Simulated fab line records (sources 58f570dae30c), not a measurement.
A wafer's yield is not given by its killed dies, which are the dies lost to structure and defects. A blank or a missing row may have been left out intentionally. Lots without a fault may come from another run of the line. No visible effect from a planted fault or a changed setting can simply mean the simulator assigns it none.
Which of the tools did it? || flow berkeley cmos170 || 7 lots, 21 wafers sampled, at 2 steps of a route of 331

## WHAT EACH GAUGE READ, for each wafer
UCB170_SPACER_THK_MEAS_01.
{"lot": "L912", "measured": "day 6 09:38", "on": "film metro-01", "SPACER_TEOS_THK (nm)": "373 375 376"}
{"lot": "L914", "measured": "day 6 16:31", "on": "film metro-04", "SPACER_TEOS_THK (nm)": "378 379 384"}
{"lot": "L916", "measured": "day 7 21:22", "on": "film metro-01", "SPACER_TEOS_THK (nm)": "374 378 384"}
{"lot": "L921", "measured": "day 8 03:21", "on": "film metro-03", "SPACER_TEOS_THK (nm)": "376 377 378"}
{"lot": "L927", "measured": "day 9 17:17", "on": "film metro-04", "SPACER_TEOS_THK (nm)": "227 222 232 227 222 232"}
{"lot": "L929", "measured": "day 10 11:30", "on": "film metro-01", "SPACER_TEOS_THK (nm)": "368 374 380"}
{"lot": "L934", "measured": "day 11 08:44", "on": "film metro-04", "SPACER_TEOS_THK (nm)": "374 379 385"}

## WHICH TOOL RAN EACH LOT (tool, then ch and the chambers of the sampled wafers, then the start)
{"lot": "L912", "UCB170_SPACER_CVD_00": "pecvd-01 ch 1,2, day 6 09:34"}
{"lot": "L914", "UCB170_SPACER_CVD_00": "pecvd-02 ch 0,2, day 6 16:28"}
{"lot": "L916", "UCB170_SPACER_CVD_00": "pecvd-03 ch 0,1,2, day 7 21:19"}
{"lot": "L921", "UCB170_SPACER_CVD_00": "pecvd-01 ch 0,2, day 8 03:18"}
{"lot": "L927", "UCB170_SPACER_CVD_00": "pecvd-01 ch 0,1, day 9 17:14"}
{"lot": "L929", "UCB170_SPACER_CVD_00": "pecvd-03 ch 0,1,2, day 10 11:27"}
{"lot": "L934", "UCB170_SPACER_CVD_00": "pecvd-03 ch 0,1,2, day 11 08:42"}
- UCB170_SPACER_CVD_00: deposits SiO2 from TEOS/O2, target thk 376 nm, time 47 s.

## THE ANSWER, worked out from the rows above alone
Rule: the usual values come from the lots themselves. Put in order of their means at a reading, lots are off if they are a third of the lots or fewer, leave a main group of 4 or more, and stand apart from it by a gap of 3 or more times the standard deviation of the main group's means; of several such gaps the widest counts. A main group is skipped when, at the precision printed for the reading in the tables above, its means are all equal. Also off: a lot with no number at a reading for which 4 or more lots have one. The other lots that the step has rows for count as sound.
Off: L927, seen at UCB170_SPACER_THK_MEAS_01 (SPACER_TEOS_THK). For the main group the mean is 377 nm and the standard deviation 2.3.
If a tool, at a process step before that reading, ran all the lots that are off and no sound lot after the first of them, it fits. Those tools and the gauges at UCB170_SPACER_THK_MEAS_01 are tried in the same way. One candidate fits, namely pecvd-01 at UCB170_SPACER_CVD_00. Its last sound lot is L921 (day 8 03:18), its first lot that is off L927 (day 9 17:14): a fault that began between those two fits.

## WHAT THE SIMULATOR PUT IN
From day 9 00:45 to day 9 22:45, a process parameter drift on pecvd-01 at UCB170_SPACER_CVD_00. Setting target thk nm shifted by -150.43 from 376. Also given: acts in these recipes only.
Shown lots that were struck: L927. The same result came from the rule above.
